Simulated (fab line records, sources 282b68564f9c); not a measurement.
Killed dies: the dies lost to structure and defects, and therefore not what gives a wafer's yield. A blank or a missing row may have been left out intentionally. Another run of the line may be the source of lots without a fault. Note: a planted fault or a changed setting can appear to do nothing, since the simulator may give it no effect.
fab line records	flow ritCmos
record lots=13	wafers=39	lastDay=7
route steps=202 shown FOX2@80 GATE@85 PSD@152 M1@184
lots that met no fault: taken from a fault-free run of the same line
startH: the number of hours between the record's first day and the start of the first shown wafer of the lot	waitH: how many hours have passed since the lot's step before this one	" identical to the entry in the row above	L1.1+2: a single row standing in for several wafers	- no value present, or no start provided	* or withheld: withheld	< > ~ a bound
route shown NAME@n: names a module that has steps shown in the file, with the first one's number in the route	usual: mean and standard deviation over wafers with no fault	same: alike in all rows	chamber/n: place in a boat	sites: readings site by site	_std_site: the values' standard deviation	_edge_site: the outer-site mean with the inner-site mean subtracted	radiusMm: for every site, how far away it sits from the centre of the wafer	mask NAME#n: copy n	behind: the most recent tool/chamber to have shaped the wafer	hold: reason for holding the lot/hours on hold/outcome of the hold	device: transistor that didn't switch, given as n, p or np	end of line: tests of these same wafers at the route's end	step lacking rows: just its recipe	killed: dies that structure and defects cost at the first sort, which is not the same as the wafer's yield	map: shows each die of a wafer: x if killed, . if not, _ if none is there
set.NAME: the setting the step ran with; set.NAME@STEP: the setting that earlier step ran with	model.NAME: the simulator's own value behind a step, which no gauge read
the route's steps for a sample of lots (tables are steps, rows are wafers)
services: from which hour (startH, from the record's first day; less than 0 if before it) a tool's chamber was out of use, for how many hours, and why
## steps
# step RIT_FOX2_THK_MEAS_91
# recipe reads=SiO2_of_FOX2_OXIDATION_00
# usual FIELD_OXIDE_LEFT_2_THK=259/5.7
lot.wafer	tool	chamber	startH	waitH	FIELD_OXIDE_LEFT_2_THK[nm]
L413.2	filmMetro-02	-	32.31	0.0	269
L413.3	"	-	"	"	260
L413.4	"	-	"	"	261
L414.1	filmMetro-01	-	37.02	0.0	261
L414.2	"	-	"	"	256
L414.5	"	-	"	"	263
L417.1	filmMetro-02	-	52.39	0.0	264
L417.3	"	-	"	"	265
L417.4	"	-	"	"	260
L419.2	filmMetro-01	-	62.98	0.0	259
L419.3	"	-	"	"	263
L419.6	"	-	"	"	263
L420.1	filmMetro-01	-	66.97	0.0	259
L420.2	"	-	"	"	269
L420.3	"	-	"	"	264
L421.1	filmMetro-02	-	72.80	0.0	262
L421.5	"	-	"	"	267
L421.6	"	-	"	"	260
L422.2	filmMetro-04	-	76.62	0.0	263
L422.4	"	-	"	"	266
L422.6	"	-	"	"	263
L424.2	filmMetro-01	-	88.17	0.0	252
L424.3	"	-	"	"	250
L424.4	"	-	"	"	252
L425.1	filmMetro-04	-	92.15	0.0	263
L425.4	"	-	"	"	257
L425.6	"	-	"	"	259
L426.1	filmMetro-02	-	97.32	0.0	263
L426.4	"	-	"	"	260
L426.6	"	-	"	"	260
L432.1	filmMetro-02	-	127.72	0.0	254
L432.2	"	-	"	"	254
L432.6	"	-	"	"	258
L434.3	filmMetro-01	-	137.85	0.0	257
L434.5	"	-	"	"	253
L434.6	"	-	"	"	255
L436.1	filmMetro-04	-	150.11	0.0	252
L436.3	"	-	"	"	251
L436.4	"	-	"	"	260
# step RIT_GATE_THK_MEAS_09
# recipe reads=poly-Si_of_GATE_CVD_08
# usual GATE_POLY_THK=240/3
lot.wafer	tool	chamber	startH	waitH	GATE_POLY_THK[nm]
L413.2	filmMetro-04	-	35.37	0.0	239
L413.3	"	-	"	"	237
L413.4	"	-	"	"	239
L414.1	filmMetro-04	-	40.10	0.0	237
L414.2	"	-	"	"	240
L414.5	"	-	"	"	239
L417.1	filmMetro-02	-	55.81	0.0	238
L417.3	"	-	"	"	238
L417.4	"	-	"	"	241
L419.2	filmMetro-04	-	66.68	0.0	240
L419.3	"	-	"	"	238
L419.6	"	-	"	"	238
L420.1	filmMetro-04	-	70.81	0.0	239
L420.2	"	-	"	"	239
L420.3	"	-	"	"	240
L421.1	filmMetro-04	-	77.46	0.0	238
L421.5	"	-	"	"	238
L421.6	"	-	"	"	238
L422.2	filmMetro-04	-	80.01	0.0	239
L422.4	"	-	"	"	237
L422.6	"	-	"	"	239
L424.2	filmMetro-04	-	91.24	0.0	236
L424.3	"	-	"	"	235
L424.4	"	-	"	"	237
L425.1	filmMetro-04	-	95.76	0.0	238
L425.4	"	-	"	"	237
L425.6	"	-	"	"	237
L426.1	filmMetro-04	-	105.94	0.0	245
L426.4	"	-	"	"	244
L426.6	"	-	"	"	244
L432.1	filmMetro-02	-	131.24	0.0	239
L432.2	"	-	"	"	241
L432.6	"	-	"	"	239
L434.3	filmMetro-02	-	141.35	0.0	239
L434.5	"	-	"	"	240
L434.6	"	-	"	"	241
L436.1	filmMetro-02	-	153.17	0.0	239
L436.3	"	-	"	"	238
L436.4	"	-	"	"	238
# step RIT_PSD_TW_MEAS_10
# usual PSD_TW=3404/20
lot.wafer	tool	chamber	startH	waitH	PSD_TW
L413.2	filmMetro-03	-	49.22	0.1	3384
L413.3	"	-	"	"	3374
L413.4	"	-	"	"	3374
L414.1	filmMetro-03	-	54.51	0.1	3364
L414.2	"	-	"	"	3379
L414.5	"	-	"	"	3387
L417.1	filmMetro-01	-	69.02	0.1	3419
L417.3	"	-	"	"	3413
L417.4	"	-	"	"	3402
L419.2	filmMetro-03	-	80.25	0.1	3374
L419.3	"	-	"	"	3380
L419.6	"	-	"	"	3388
L420.1	filmMetro-03	-	84.32	0.1	3412
L420.2	"	-	"	"	3392
L420.3	"	-	"	"	3380
L421.1	filmMetro-02	-	91.18	0.1	3389
L421.5	"	-	"	"	3396
L421.6	"	-	"	"	3388
L422.2	filmMetro-01	-	93.29	0.1	3401
L422.4	"	-	"	"	3401
L422.6	"	-	"	"	3383
L424.2	filmMetro-03	-	104.53	0.1	3401
L424.3	"	-	"	"	3389
L424.4	"	-	"	"	3405
L425.1	filmMetro-03	-	110.63	0.1	3396
L425.4	"	-	"	"	3388
L425.6	"	-	"	"	3369
L426.1	filmMetro-02	-	119.03	0.1	3421
L426.4	"	-	"	"	3416
L426.6	"	-	"	"	3426
L432.1	filmMetro-03	-	146.77	0.1	3408
L432.2	"	-	"	"	3404
L432.6	"	-	"	"	3416
L434.3	filmMetro-03	-	156.16	0.1	3397
L434.5	"	-	"	"	3405
L434.6	"	-	"	"	3403
L436.1	filmMetro-03	-	167.15	0.1	3366
L436.3	"	-	"	"	3400
L436.4	"	-	"	"	3370
# step RIT_M1_SPUTTER_00
# recipe material=Al	targetThkNm=400	powerW=2000	chamberPressurePa=0.4	gas=Ar	timeS=500	substrateTempC=25
# usual chamberPressurePa=0.4000/0.0008	throttleValvePct=29.7/1.1
lot.wafer	tool	chamber	startH	waitH	chamberPressurePa	throttleValvePct
L413.2	pvdSputter-04	-	52.94	0.0	0.4006	30.3
L413.3	"	-	"	"	0.4008	29.5
L413.4	"	-	"	"	0.3991	31.4
L414.1	pvdSputter-01	-	58.22	0.0	0.4004	28.1
L414.2	"	-	"	"	0.3984	29.3
L414.5	"	-	"	"	0.3993	29.0
L417.1	pvdSputter-04	-	72.97	0.0	0.4006	29.3
L417.3	"	-	"	"	0.4015	30.4
L417.4	"	-	"	"	0.4010	28.8
L419.2	pvdSputter-02	-	84.11	0.0	0.3995	30.1
L419.3	"	-	"	"	0.4002	31.0
L419.6	"	-	"	"	0.3998	31.3
L420.1	pvdSputter-04	-	88.22	0.0	0.4007	31.5
L420.2	"	-	"	"	0.4000	29.5
L420.3	"	-	"	"	0.4005	28.6
L421.1	pvdSputter-01	-	95.07	0.0	0.3995	30.2
L421.5	"	-	"	"	0.4005	30.7
L421.6	"	-	"	"	0.4008	28.8
L422.2	pvdSputter-04	-	96.99	0.0	0.4008	28.3
L422.4	"	-	"	"	0.4011	30.6
L422.6	"	-	"	"	0.4014	31.7
L424.2	pvdSputter-04	-	108.41	0.0	0.3991	31.6
L424.3	"	-	"	"	0.3998	28.2
L424.4	"	-	"	"	0.4000	29.3
L425.1	pvdSputter-01	-	114.49	0.0	0.3997	28.4
L425.4	"	-	"	"	0.3990	29.0
L425.6	"	-	"	"	0.3984	30.4
L426.1	pvdSputter-04	-	122.75	0.0	0.3989	31.6
L426.4	"	-	"	"	0.4005	29.3
L426.6	"	-	"	"	0.4007	28.5
L432.1	pvdSputter-04	-	150.50	0.0	0.4007	29.3
L432.2	"	-	"	"	0.4016	28.4
L432.6	"	-	"	"	0.4004	30.5
L434.3	pvdSputter-04	-	160.00	0.0	0.3991	30.5
L434.5	"	-	"	"	0.3997	28.6
L434.6	"	-	"	"	0.4012	31.7
L436.1	pvdSputter-02	-	171.04	0.0	0.4000	31.4
L436.3	"	-	"	"	0.3999	28.3
L436.4	"	-	"	"	0.4008	30.0
# step RIT_M1_RS_MEAS_01
# recipe thkMeasGauge=four-point-probe	reads=Al_of_M1_SPUTTER_00
# usual M1_AL_RS=0.0736/0.00089
lot.wafer	tool	chamber	startH	waitH	M1_AL_RS[ohm/sq]
L413.2	filmMetro-02	-	53.26	0.2	0.0754
L413.3	"	-	"	"	0.0746
L413.4	"	-	"	"	0.0754
L414.1	filmMetro-01	-	58.51	0.1	0.0737
L414.2	"	-	"	"	0.0741
L414.5	"	-	"	"	0.0737
L417.1	filmMetro-02	-	73.26	0.1	0.0728
L417.3	"	-	"	"	0.0723
L417.4	"	-	"	"	0.0728
L419.2	filmMetro-02	-	84.43	0.2	0.0733
L419.3	"	-	"	"	0.0721
L419.6	"	-	"	"	0.0728
L420.1	filmMetro-03	-	88.51	0.1	0.0734
L420.2	"	-	"	"	0.0736
L420.3	"	-	"	"	0.0737
L421.1	filmMetro-02	-	95.36	0.1	0.0738
L421.5	"	-	"	"	0.0743
L421.6	"	-	"	"	0.0730
L422.2	filmMetro-01	-	97.30	0.2	0.0724
L422.4	"	-	"	"	0.0728
L422.6	"	-	"	"	0.0735
L424.2	filmMetro-02	-	108.73	0.2	0.0736
L424.3	"	-	"	"	0.0727
L424.4	"	-	"	"	0.0722
L425.1	filmMetro-03	-	114.78	0.1	0.0735
L425.4	"	-	"	"	0.0727
L425.6	"	-	"	"	0.0744
L426.1	filmMetro-03	-	123.04	0.1	0.0735
L426.4	"	-	"	"	0.0728
L426.6	"	-	"	"	0.0726
L432.1	filmMetro-03	-	150.80	0.1	0.0380
L432.2	"	-	"	"	0.0380
L432.6	"	-	"	"	0.0383
L434.3	filmMetro-03	-	160.34	0.2	0.0382
L434.5	"	-	"	"	0.0384
L434.6	"	-	"	"	0.0387
L436.1	filmMetro-01	-	171.33	0.1	0.0716
L436.3	"	-	"	"	0.0719
L436.4	"	-	"	"	0.0719
# step RIT_M1_THK_MEAS_02
# recipe thkMeasGauge=xrf	reads=Al_of_M1_SPUTTER_00
# usual M1_AL_THK=393/5.1
lot.wafer	tool	chamber	startH	waitH	M1_AL_THK[nm]
L413.2	filmMetro-02	-	53.37	0.1	383
L413.3	"	-	"	"	387
L413.4	"	-	"	"	381
L414.1	filmMetro-01	-	58.63	0.1	393
L414.2	"	-	"	"	393
L414.5	"	-	"	"	393
L417.1	filmMetro-02	-	73.38	0.1	395
L417.3	"	-	"	"	398
L417.4	"	-	"	"	392
L419.2	filmMetro-02	-	84.54	0.1	390
L419.3	"	-	"	"	398
L419.6	"	-	"	"	392
L420.1	filmMetro-03	-	88.63	0.1	394
L420.2	"	-	"	"	395
L420.3	"	-	"	"	394
L421.1	filmMetro-02	-	95.48	0.1	389
L421.5	"	-	"	"	385
L421.6	"	-	"	"	393
L422.2	filmMetro-01	-	97.41	0.1	402
L422.4	"	-	"	"	398
L422.6	"	-	"	"	394
L424.2	filmMetro-02	-	108.84	0.1	393
L424.3	"	-	"	"	395
L424.4	"	-	"	"	399
L425.1	filmMetro-03	-	114.90	0.1	396
L425.4	"	-	"	"	398
L425.6	"	-	"	"	391
L426.1	filmMetro-03	-	123.16	0.1	392
L426.4	"	-	"	"	395
L426.6	"	-	"	"	396
L432.1	filmMetro-03	-	150.92	0.1	753
L432.2	"	-	"	"	755
L432.6	"	-	"	"	746
L434.3	filmMetro-03	-	160.44	0.1	754
L434.5	"	-	"	"	748
L434.6	"	-	"	"	740
L436.1	filmMetro-01	-	171.45	0.1	407
L436.3	"	-	"	"	406
L436.4	"	-	"	"	405
# step RIT_M1_METAL_ETCH_12
# recipe stopOn=SiO2	chemistry=Cl2/BCl3	target=Al	timeS=165	overEtchFrac=0.5	pressureMtorr=100	targetDepthA=6000	rfW=250	Cl2_flow_sccm=60	bcl3FlowSccm=50
# usual drypumpMotorCurrentA=5.6/0.41	oesProductAu=0.772/0.016	throttleValvePct=8.42/0.11
lot.wafer	tool	chamber	startH	waitH	drypumpMotorCurrentA	oesProductAu	rfHoursCounterH	throttleValvePct
L413.2	rieMetal-03	1	54.70	0.2	5.3	0.766	4.1	8.33
L413.3	"	0	"	"	5.5	0.761	-	8.49
L413.4	"	1	"	"	5.3	0.767	-	8.35
L414.1	rieMetal-02	1	60.39	0.2	6.0	0.757	2.3	8.50
L414.2	"	0	"	"	6.2	0.770	2.3	8.53
L414.5	"	0	"	"	6.2	0.777	-	8.52
L417.1	rieMetal-02	0	74.73	0.2	6.2	0.787	2.5	8.54
L417.3	"	0	"	"	6.2	0.790	-	8.52
L417.4	"	1	"	"	6.1	0.768	-	8.50
L419.2	rieMetal-03	1	86.00	0.2	5.3	0.774	4.5	8.36
L419.3	"	1	"	"	5.3	0.793	-	8.35
L419.6	"	1	"	"	5.3	0.772	-	8.36
L420.1	rieMetal-02	1	90.10	0.2	6.0	0.756	2.7	8.48
L420.2	"	0	"	"	6.2	0.779	2.7	8.54
L420.3	"	0	"	"	6.2	0.764	-	8.54
L421.1	rieMetal-01	1	96.83	0.2	5.4	0.751	0.9	8.45
L421.5	"	1	"	"	5.4	0.754	-	8.44
L421.6	"	0	"	"	5.1	0.803	-	8.20
L422.2	rieMetal-03	1	98.75	0.2	5.3	0.786	4.7	8.36
L422.4	"	1	"	"	5.3	0.771	-	8.35
L422.6	"	1	"	"	5.3	0.773	-	8.34
L424.2	rieMetal-01	0	110.39	0.2	5.1	0.799	1.1	8.20
L424.3	"	1	"	"	5.4	0.759	-	8.44
L424.4	"	0	"	"	5.1	0.806	-	8.22
L425.1	rieMetal-03	1	116.38	0.2	5.3	0.781	4.9	8.36
L425.4	"	1	"	"	5.3	0.782	-	8.36
L425.6	"	1	"	"	5.3	0.775	-	8.37
L426.1	rieMetal-02	1	124.63	0.2	6.1	0.762	3.1	8.49
L426.4	"	1	"	"	6.1	0.760	-	8.48
L426.6	"	1	"	"	6.1	0.774	-	8.49
L432.1	rieMetal-02	0	152.26	0.2	6.2	1.009	3.2	8.49
L432.2	"	1	"	"	6.0	0.990	3.6	8.45
L432.6	"	1	"	"	6.0	0.985	-	8.43
L434.3	rieMetal-03	1	161.82	0.2	5.3	0.998	-	8.32
L434.5	"	0	"	"	5.5	0.981	-	8.45
L434.6	"	1	"	"	5.3	0.989	-	8.33
L436.1	rieMetal-01	0	172.92	0.2	5.1	0.812	1.8	8.20
L436.3	"	1	"	"	5.4	0.764	-	8.44
L436.4	"	0	"	"	5.1	0.810	-	8.21
# step RIT_M1_PROBE_99
# usual defectLimitedYield=97.3/1.2	killed_at_M0_to_M3=0.0/0.083	killedAtContacts=0.1/0.31	killedAtFrontEnd=7/3.3	killedDies=7/3.3	killedOnRim=1.9/1.5	killedOpen=3.4/2.2	killedShort=3.5/2	sort_bin_3_pad_short=0.1/0.2	sort_bin_5_function=1.5/0.88	sort_bin_6_memory=1.0/0.69	sortNPass=257/3.3	sortYieldPct=97.3/1.2
# same grossDies=264	killed_at_M4_up=0	killedAtBackSide=0	killedAtOther=0
lot.wafer	tool	chamber	startH	waitH	defectLimitedYield[%]	killed_at_M0_to_M3	killedAtContacts	killedAtFrontEnd	killedDies	killedOnRim	killedOpen	killedShort	sort_bin_3_pad_short[%]	sort_bin_5_function[%]	sort_bin_6_memory[%]	sortNPass	sortYieldPct[%]
L413.2	prober-02	-	57.01	0.1	97.3	0	0	7	7	0	5	2	0	1.9	0.8	257	97.3
L413.3	prober-02	-	57.06	0.2	99.2	0	0	2	2	0	2	0	0	0	0.8	262	99.2
L413.4	prober-02	-	57.11	0.2	97.3	0	0	7	7	3	3	4	0	1.9	0.8	257	97.3
L414.1	prober-01	-	62.64	0.1	94.7	0	0	14	14	5	8	6	0	3.4	1.9	250	94.7
L414.2	prober-01	-	62.69	0.1	96.2	0	0	10	10	3	6	4	0	2.7	1.1	254	96.2
L414.5	prober-01	-	62.84	0.2	93.9	0	0	16	16	2	10	6	0.4	3.8	1.9	248	93.9
L417.1	prober-01	-	77.11	0.1	98.5	0	0	4	4	1	3	1	0	1.5	0	260	98.5
L417.3	prober-01	-	77.21	0.2	97.0	0	0	8	8	2	2	6	0.4	1.5	1.1	256	97.0
L417.4	prober-01	-	77.26	0.2	98.1	0	0	5	5	2	2	3	0.8	0.8	0.4	259	98.1
L419.2	prober-01	-	88.30	0.1	98.9	0	0	3	3	1	3	0	0	1.1	0	261	98.9
L419.3	prober-01	-	88.35	0.2	95.1	0	0	13	13	5	8	5	0	3.0	1.9	251	95.1
L419.6	prober-01	-	88.50	0.2	97.7	0	0	6	6	0	5	1	0	1.1	1.1	258	97.7
L420.1	prober-02	-	92.36	0.1	98.1	0	0	5	5	1	4	1	0	0.8	1.1	259	98.1
L420.2	prober-02	-	92.41	0.1	96.2	0	0	10	10	1	3	7	0.4	1.9	1.5	254	96.2
L420.3	prober-02	-	92.46	0.2	96.2	0	0	10	10	1	1	9	0.4	1.5	1.9	254	96.2
L421.1	prober-01	-	100.37	0.1	97.3	0	0	7	7	1	3	4	0.4	1.5	0.8	257	97.3
L421.5	prober-01	-	100.57	0.2	97.3	0	0	7	7	3	4	3	0.4	1.1	1.1	257	97.3
L421.6	prober-01	-	100.62	0.2	98.1	0	0	5	5	1	2	3	0	1.5	0.4	259	98.1
L422.2	prober-02	-	106.61	0.1	93.9	0	0	16	16	3	11	5	0	3.8	2.3	248	93.9
L422.4	prober-02	-	106.71	0.2	96.2	0	1	9	10	2	3	7	0	1.9	1.9	254	96.2
L422.6	prober-02	-	106.81	0.2	97.0	0	0	8	8	0	3	5	0.4	0.8	1.9	256	97.0
L424.2	prober-02	-	112.73	0.1	97.3	0	0	7	7	0	3	4	0	1.5	1.1	257	97.3
L424.3	prober-02	-	112.78	0.2	98.5	0	0	4	4	1	2	2	0	0.8	0.8	260	98.5
L424.4	prober-02	-	112.83	0.2	95.5	0	0	12	12	1	6	6	0	3.4	1.1	252	95.5
L425.1	prober-01	-	118.67	0.1	98.1	0	0	5	5	1	2	3	0	1.1	0.8	259	98.1
L425.4	prober-01	-	118.82	0.2	97.0	0	0	8	8	0	2	5	0.4	0.8	1.9	256	97.0
L425.6	prober-01	-	118.92	0.2	93.9	0	0	16	16	8	6	7	0	2.7	3.4	248	93.9
L426.1	prober-02	-	126.89	0.1	96.6	0	0	9	9	2	2	7	0.8	1.1	1.5	255	96.6
L426.4	prober-02	-	127.04	0.2	98.9	0	0	3	3	2	0	3	0	0.8	0.4	261	98.9
L426.6	prober-02	-	127.14	0.2	98.1	0	0	5	5	1	3	2	0	1.1	0.8	259	98.1
L432.1	prober-02	-	155.64	0.1	0	259	0	5	264	70	1	4	0	98.9	1.1	0	0
L432.2	prober-02	-	155.69	0.1	0	261	0	3	264	70	0	3	0	99.6	0.4	0	0
L432.6	prober-02	-	155.89	0.2	0	258	0	6	264	70	3	3	0.4	99.2	0.4	0	0
L434.3	prober-02	-	164.33	0.2	0	256	0	8	264	70	3	5	0	98.9	1.1	0	0
L434.5	prober-02	-	164.43	0.2	0	258	0	6	264	70	3	3	0.4	99.6	0	0	0
L434.6	prober-02	-	164.48	0.2	0	260	0	4	264	70	1	3	0	99.6	0.4	0	0
L436.1	prober-02	-	175.63	0.1	98.9	0	0	3	3	0	1	2	0	0.8	0.4	261	98.9
L436.3	prober-02	-	175.73	0.2	97.3	0	0	7	7	1	2	5	0	2.3	0.4	257	97.3
L436.4	prober-02	-	175.78	0.2	97.0	0	0	8	8	1	3	5	0	2.3	0.8	256	97.0
# killed by level:class
L413.2 SPACER:geometricParticle:open=3 GATE:geometricParticle:short=2 FOX2:geometricParticle:open=1 GATE:geometricParticle:open=1
L413.3 FOX2:geometricParticle:open=1 GATE:geometricParticle:open=1
L413.4 FOX2:geometricParticle:open=1 GATE:geometricParticle:short=1 REOX:geometricParticle:short=1 SPACER:geometricParticle:open=1 SPACER:geometricParticle:short=1 SILICIDE:geometricParticle:short=1 SILICIDE:geometricParticle:open=1
L414.1 REOX:geometricParticle:open=5 FOX2:geometricParticle:short=2 SPACER:geometricParticle:short=2 FOX2:geometricParticle:open=1 GATE:geometricParticle:short=1 REOX:geometricParticle:short=1 SPACER:geometricParticle:open=1 SILICIDE:geometricParticle:open=1
L414.2 GATE:geometricParticle:open=3 REOX:geometricParticle:open=2 SILICIDE:geometricParticle:short=2 FOX2:geometricParticle:open=1 FOX2:geometricParticle:short=1 GATE:geometricParticle:short=1
L414.5 FOX2:geometricParticle:open=3 GATE:geometricParticle:open=3 REOX:geometricParticle:open=3 GATE:geometricParticle:short=2 SPACER:geometricParticle:short=2 FOX1:geometricParticle:short=1 REOX:geometricParticle:short=1 SILICIDE:geometricParticle:open=1
L417.1 FOX1:geometricParticle:open=1 FOX2:geometricParticle:short=1 GATE:geometricParticle:open=1 SPACER:geometricParticle:open=1
L417.3 SPACER:geometricParticle:short=2 FOX1:geometricParticle:short=1 FOX2:geometricParticle:open=1 FOX2:geometricParticle:short=1 GATE:geometricParticle:short=1 GATE:geometricParticle:open=1 REOX:geometricParticle:short=1
L417.4 GATE:geometricParticle:short=2 FOX2:geometricParticle:open=1 REOX:geometricParticle:short=1 REOX:geometricParticle:open=1
L419.2 GATE:geometricParticle:open=2 FOX2:geometricParticle:open=1
L419.3 GATE:geometricParticle:open=4 REOX:geometricParticle:open=4 REOX:geometricParticle:short=2 GATE:geometricParticle:short=1 SPACER:geometricParticle:short=1 SILICIDE:geometricParticle:short=1
L419.6 GATE:geometricParticle:open=2 FOX1:geometricParticle:open=1 GATE:geometricParticle:short=1 REOX:geometricParticle:open=1 SPACER:geometricParticle:open=1
L420.1 GATE:geometricParticle:open=2 FOX2:geometricParticle:open=1 GATE:geometricParticle:short=1 SILICIDE:geometricParticle:open=1
L420.2 FOX1:geometricParticle:short=2 GATE:geometricParticle:short=2 GATE:geometricParticle:open=2 REOX:geometricParticle:short=1 SPACER:geometricParticle:short=1 SPACER:geometricParticle:open=1 SILICIDE:geometricParticle:short=1
L420.3 GATE:geometricParticle:short=3 FOX1:geometricParticle:short=2 SILICIDE:geometricParticle:short=2 REOX:geometricParticle:short=1 SPACER:geometricParticle:short=1 SILICIDE:geometricParticle:open=1
L421.1 GATE:geometricParticle:short=2 GATE:geometricParticle:open=2 FOX1:geometricParticle:short=1 FOX2:geometricParticle:short=1 SILICIDE:geometricParticle:open=1
L421.5 GATE:geometricParticle:open=2 FOX1:geometricParticle:short=1 FOX1:geometricParticle:open=1 FOX2:geometricParticle:open=1 SPACER:geometricParticle:short=1 SILICIDE:geometricParticle:short=1
L421.6 FOX2:geometricParticle:open=2 ACTIVE:geometricParticle:short=1 FOX1:geometricParticle:short=1 SILICIDE:geometricParticle:short=1
L422.2 REOX:geometricParticle:open=4 FOX1:geometricParticle:open=3 FOX1:geometricParticle:short=2 GATE:geometricParticle:short=2 GATE:geometricParticle:open=2 SPACER:geometricParticle:open=2 FOX2:geometricParticle:short=1
L422.4 GATE:geometricParticle:open=2 SILICIDE:geometricParticle:short=2 FOX1:geometricParticle:open=1 FOX1:geometricParticle:short=1 GATE:geometricParticle:short=1 REOX:geometricParticle:short=1 SPACER:geometricParticle:short=1 CONTACT:geometricParticle:short=1
L422.6 REOX:geometricParticle:short=3 GATE:geometricParticle:open=2 FOX2:geometricParticle:short=1 GATE:geometricParticle:short=1 REOX:geometricParticle:open=1
L424.2 SILICIDE:geometricParticle:short=2 GATE:geometricParticle:short=1 GATE:geometricParticle:open=1 REOX:geometricParticle:short=1 SPACER:geometricParticle:open=1 SILICIDE:geometricParticle:open=1
L424.3 SILICIDE:geometricParticle:short=2 GATE:geometricParticle:open=1 SPACER:geometricParticle:open=1
L424.4 FOX2:geometricParticle:open=2 REOX:geometricParticle:open=2 SILICIDE:geometricParticle:short=2 FOX1:geometricParticle:short=1 FOX2:geometricParticle:short=1 GATE:geometricParticle:short=1 SPACER:geometricParticle:short=1 SPACER:geometricParticle:open=1
L425.1 FOX2:geometricParticle:open=1 GATE:geometricParticle:short=1 REOX:geometricParticle:short=1 SILICIDE:geometricParticle:open=1 SILICIDE:geometricParticle:short=1
L425.4 REOX:geometricParticle:short=3 GATE:geometricParticle:open=1 GATE:geometricParticle:short=1 REOX:geometricParticle:open=1 SILICIDE:geometricParticle:short=1 NWELL:coatMicrobubblePrinted=1
L425.6 GATE:geometricParticle:short=5 FOX1:geometricParticle:open=2 NLDD:coatMicrobubblePrinted=2 FOX1:geometricParticle:short=1 GATE:geometricParticle:open=1 REOX:geometricParticle:short=1 REOX:geometricParticle:open=1 SPACER:geometricParticle:open=1
L426.1 GATE:geometricParticle:short=3 GATE:geometricParticle:open=2 FOX1:geometricParticle:short=1 FOX2:geometricParticle:short=1 REOX:geometricParticle:short=1 SILICIDE:geometricParticle:short=1
L426.4 GATE:geometricParticle:short=2 SILICIDE:geometricParticle:short=1
L426.6 FOX1:geometricParticle:open=2 FOX1:geometricParticle:short=1 GATE:geometricParticle:short=1 SPACER:geometricParticle:open=1
L432.1 M1:areaEtch=259 GATE:geometricParticle:short=2 FOX1:geometricParticle:short=1 GATE:geometricParticle:open=1 SILICIDE:geometricParticle:short=1
L432.2 M1:areaEtch=261 GATE:geometricParticle:short=2 SILICIDE:geometricParticle:short=1
L432.6 M1:areaEtch=258 REOX:geometricParticle:open=2 SILICIDE:geometricParticle:short=2 FOX2:geometricParticle:short=1 GATE:geometricParticle:open=1
L434.3 M1:areaEtch=256 REOX:geometricParticle:short=3 GATE:geometricParticle:open=1 GATE:geometricParticle:short=1 REOX:geometricParticle:open=1 SPACER:geometricParticle:short=1 SPACER:geometricParticle:open=1
L434.5 M1:areaEtch=258 FOX1:geometricParticle:short=2 FOX2:geometricParticle:open=2 GATE:geometricParticle:short=1 REOX:geometricParticle:open=1
L434.6 M1:areaEtch=260 SPACER:geometricParticle:short=3 REOX:geometricParticle:open=1
L436.1 SILICIDE:geometricParticle:short=2 SILICIDE:geometricParticle:open=1
L436.3 GATE:geometricParticle:short=3 REOX:geometricParticle:short=2 FOX2:geometricParticle:open=1 REOX:geometricParticle:open=1
L436.4 SILICIDE:geometricParticle:short=2 FOX2:geometricParticle:open=1 GATE:geometricParticle:open=1 GATE:geometricParticle:short=1 REOX:geometricParticle:short=1 SPACER:geometricParticle:open=1 SPACER:geometricParticle:short=1
## services
tool	chamber	startH	hours	kind
pvdSputter-04	-	44.47	1.4	repair
pvdSputter-04	-	80.48	7.6	repair
rieMetal-02	0	109.94	4.2	repair
pvdSputter-01	-	131.63	0.6	repair
rieMetal-02	0	135.91	3.6	repair
pvdSputter-04	-	146.64	2.8	repair
## key
firstSign step=RIT_M1_RS_MEAS_01	reading=M1_AL_RS	direction=down	sigmas=40	usual=0.0736	struck=0.0383
effect step=RIT_M1_THK_MEAS_02	reading=M1_AL_THK	direction=up	sigmas=70	usual=393	struck=749
effect step=RIT_M1_METAL_ETCH_12	reading=oesProductAu	direction=up	sigmas=14	usual=0.772	struck=0.992
effect step=RIT_M1_PROBE_99	reading=killed_at_M0_to_M3	direction=up	sigmas=99+	usual=0.0	struck=258.7
moreKillsBornAt RIT_M1_METAL_ETCH_12@rieMetal-02=778	RIT_M1_METAL_ETCH_12@rieMetal-03=774
metAt RIT_M1_SPUTTER_00
struckLots L432,L434
laterRowsLeftOut L432.1,L432.2,L432.6,L434.3,L434.5,L434.6
notActingAt RIT_FOX2_THK_MEAS_91,RIT_GATE_THK_MEAS_09,RIT_PSD_TW_MEAS_10
onsetBetween 122.75 150.50
fault kind=processParameterDrift	tool=pvdSputter-04	chamber=-	onsetH=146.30	steps=RIT_M1_SPUTTER_00	channel=targetThkNm	offset=363.26	shape=step	endH=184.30	actsIn=theseRecipesOnly	stated=400
# laterRowsLeftOut: the simulator's readings of these wafers behind a module that went badly wrong aren't trusted and aren't shown, but for the sort
